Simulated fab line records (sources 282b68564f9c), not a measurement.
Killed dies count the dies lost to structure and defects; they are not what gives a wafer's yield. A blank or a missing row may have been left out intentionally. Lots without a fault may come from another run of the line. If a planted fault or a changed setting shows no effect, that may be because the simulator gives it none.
Split-lot study :: flow rit_cmos :: 5 lots, 27 wafers read, on a route of 202 steps

## ON THE SPLIT
At RIT_GATE_ETCH_19 (etches poly-Si in SF6/CHF3/O2, stops on SiO2, time 165 s, target depth 312.5 nm), the setting time_s was moved away from the recipe's 165 s on 12 of the 27 wafers read, by -48.4% to +47.6%. All remaining wafers had this setting at the recipe value.

The split's own step is where the reading is taken.

## THE READING
NOVOLAK_of_GATE_COAT_11.thk_nm (the simulator's own value, which no gauge read), in nm, at RIT_GATE_ETCH_19 (etches poly-Si in SF6/CHF3/O2, stops on SiO2, time 165 s, target depth 312.5 nm). The file does not state a usual value for it. Average 671.7 nm, standard deviation 2.1 nm, over the 15 wafers here run with the recipe.

wafer: L077.1
tool, chamber at the split: rie_si-02, 2
time_s as run, s: 165
against the recipe: recipe
NOVOLAK_of_GATE_COAT_11.thk_nm, nm: 669.9
against lot-mates on the recipe: -

wafer: L077.2
tool, chamber at the split: rie_si-02, 0
time_s as run, s: 165
against the recipe: recipe
NOVOLAK_of_GATE_COAT_11.thk_nm, nm: 674
against lot-mates on the recipe: -

wafer: L077.3
tool, chamber at the split: rie_si-02, 3
time_s as run, s: 243.6
against the recipe: +47.6%
NOVOLAK_of_GATE_COAT_11.thk_nm, nm: 633.8
against lot-mates on the recipe: -37.6

wafer: L077.4
tool, chamber at the split: rie_si-02, 1
time_s as run, s: 165
against the recipe: recipe
NOVOLAK_of_GATE_COAT_11.thk_nm, nm: 670.4
against lot-mates on the recipe: -

wafer: L077.5
tool, chamber at the split: rie_si-02, 3
time_s as run, s: 243.6
against the recipe: +47.6%
NOVOLAK_of_GATE_COAT_11.thk_nm, nm: 632.2
against lot-mates on the recipe: -39.2

wafer: L077.6
tool, chamber at the split: rie_si-02, 0
time_s as run, s: 243.6
against the recipe: +47.6%
NOVOLAK_of_GATE_COAT_11.thk_nm, nm: 634.1
against lot-mates on the recipe: -37.3

wafer: L078.1
tool, chamber at the split: rie_si-01, 0
time_s as run, s: 165
against the recipe: recipe
NOVOLAK_of_GATE_COAT_11.thk_nm, nm: 672
against lot-mates on the recipe: -

wafer: L078.2
tool, chamber at the split: rie_si-01, 2
time_s as run, s: 165
against the recipe: recipe
NOVOLAK_of_GATE_COAT_11.thk_nm, nm: 669
against lot-mates on the recipe: -

wafer: L078.3
tool, chamber at the split: rie_si-01, 1
time_s as run, s: 198.3
against the recipe: +20.2%
NOVOLAK_of_GATE_COAT_11.thk_nm, nm: 653.5
against lot-mates on the recipe: -18.3

wafer: L078.4
tool, chamber at the split: rie_si-01, 3
time_s as run, s: 198.3
against the recipe: +20.2%
NOVOLAK_of_GATE_COAT_11.thk_nm, nm: 656.4
against lot-mates on the recipe: -15.4

wafer: L078.5
tool, chamber at the split: rie_si-01, 1
time_s as run, s: 165
against the recipe: recipe
NOVOLAK_of_GATE_COAT_11.thk_nm, nm: 674.3
against lot-mates on the recipe: -

wafer: L078.6
tool, chamber at the split: rie_si-01, 2
time_s as run, s: 198.3
against the recipe: +20.2%
NOVOLAK_of_GATE_COAT_11.thk_nm, nm: 652.7
against lot-mates on the recipe: -19.1

wafer: L080.1
tool, chamber at the split: rie_si-01, 1
time_s as run, s: 165
against the recipe: recipe
NOVOLAK_of_GATE_COAT_11.thk_nm, nm: 671
against lot-mates on the recipe: -

wafer: L080.3
tool, chamber at the split: rie_si-01, 2
time_s as run, s: 165
against the recipe: recipe
NOVOLAK_of_GATE_COAT_11.thk_nm, nm: 668.2
against lot-mates on the recipe: -

wafer: L080.4
tool, chamber at the split: rie_si-01, 0
time_s as run, s: 165
against the recipe: recipe
NOVOLAK_of_GATE_COAT_11.thk_nm, nm: 670.2
against lot-mates on the recipe: -

wafer: L083.1
tool, chamber at the split: rie_si-02, 3
time_s as run, s: 165
against the recipe: recipe
NOVOLAK_of_GATE_COAT_11.thk_nm, nm: 671.8
against lot-mates on the recipe: -

wafer: L083.2
tool, chamber at the split: rie_si-02, 0
time_s as run, s: 85.13
against the recipe: -48.4%
NOVOLAK_of_GATE_COAT_11.thk_nm, nm: 708.7
against lot-mates on the recipe: +37.7

wafer: L083.3
tool, chamber at the split: rie_si-02, 2
time_s as run, s: 85.13
against the recipe: -48.4%
NOVOLAK_of_GATE_COAT_11.thk_nm, nm: 710
against lot-mates on the recipe: +39.0

wafer: L083.4
tool, chamber at the split: rie_si-02, 1
time_s as run, s: 165
against the recipe: recipe
NOVOLAK_of_GATE_COAT_11.thk_nm, nm: 671.3
against lot-mates on the recipe: -

wafer: L083.5
tool, chamber at the split: rie_si-02, 0
time_s as run, s: 85.13
against the recipe: -48.4%
NOVOLAK_of_GATE_COAT_11.thk_nm, nm: 711.7
against lot-mates on the recipe: +40.7

wafer: L083.6
tool, chamber at the split: rie_si-02, 3
time_s as run, s: 165
against the recipe: recipe
NOVOLAK_of_GATE_COAT_11.thk_nm, nm: 669.8
against lot-mates on the recipe: -

wafer: L084.1
tool, chamber at the split: rie_si-01, 3
time_s as run, s: 165
against the recipe: recipe
NOVOLAK_of_GATE_COAT_11.thk_nm, nm: 674.3
against lot-mates on the recipe: -

wafer: L084.2
tool, chamber at the split: rie_si-01, 0
time_s as run, s: 86.29
against the recipe: -47.7%
NOVOLAK_of_GATE_COAT_11.thk_nm, nm: 712.5
against lot-mates on the recipe: +38.1

wafer: L084.3
tool, chamber at the split: rie_si-01, 1
time_s as run, s: 165
against the recipe: recipe
NOVOLAK_of_GATE_COAT_11.thk_nm, nm: 675.7
against lot-mates on the recipe: -

wafer: L084.4
tool, chamber at the split: rie_si-01, 2
time_s as run, s: 86.29
against the recipe: -47.7%
NOVOLAK_of_GATE_COAT_11.thk_nm, nm: 710.3
against lot-mates on the recipe: +35.9

wafer: L084.5
tool, chamber at the split: rie_si-01, 1
time_s as run, s: 165
against the recipe: recipe
NOVOLAK_of_GATE_COAT_11.thk_nm, nm: 673.3
against lot-mates on the recipe: -

wafer: L084.6
tool, chamber at the split: rie_si-01, 0
time_s as run, s: 86.29
against the recipe: -47.7%
NOVOLAK_of_GATE_COAT_11.thk_nm, nm: 712.5
against lot-mates on the recipe: +38.1

THE FIT
A straight line over all 27 wafers: NOVOLAK_of_GATE_COAT_11.thk_nm changes by -0.816 nm for each +1% of time_s; r = -1.00; the points scatter about the line by 2 nm.
The same after taking each lot's own level away (the mean of its wafers on the recipe; 27 wafers): -0.802 nm for each +1%; r = -1.00; scatter 1.5 nm.
Per that fit: largest time_s move, reading shift of 39 nm.
The lots' own levels span 669.80 to 674.43 nm, that is 2.2 times the standard deviation above.
Hence the lot-to-lot level has little effect on the slope; both slopes agree.
Check: with one of the wafers moved furthest among these (-48.4%) left out of the fit, the line predicts +38.8 nm for it against its lot-mates. It came out at +37.7 nm against them.

## THESE WAFERS: OTHER SPLITS
These wafers also went through other splits before the reading. Each is held against what the fit with the lots' levels taken away leaves over:
other split on the same wafers: RIT_ACTIVE_ETCH_13 time_s
wafers away from the commonest value: 9
r with NOVOLAK_of_GATE_COAT_11.thk_nm (lot level and that fit taken away): -0.09

## THE WHOLE CHAIN: every reading that the file lists as answering this split, in the file's order
step: RIT_GATE_ETCH_19
what it does: etches poly-Si in SF6/CHF3/O2, stops on SiO2, time 165 s, target depth 312.5 nm
reading: GATE.feature_depth_nm (the simulator's own value, which no gauge read)
change (the file's fit): not straight: 157.9 at the lowest setting, 248.1 at the recipe, 246.8 at the highest
r (the file's): not given

step: RIT_GATE_ETCH_19
what it does: etches poly-Si in SF6/CHF3/O2, stops on SiO2, time 165 s, target depth 312.5 nm
reading: etch.depth_nm (the simulator's own value, which no gauge read)
change (the file's fit): not straight: 157.9 at the lowest setting, 248.1 at the recipe, 246.8 at the highest
r (the file's): not given

step: RIT_GATE_ETCH_19
what it does: etches poly-Si in SF6/CHF3/O2, stops on SiO2, time 165 s, target depth 312.5 nm
reading: NOVOLAK_of_GATE_COAT_11.thk_nm (the simulator's own value, which no gauge read)
change (the file's fit): -0.801 nm for each +1% of the setting
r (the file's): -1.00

## THE FILE'S OWN FIT
NOVOLAK_of_GATE_COAT_11.thk_nm changes by -0.801 nm for each +1% of time_s, r = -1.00.
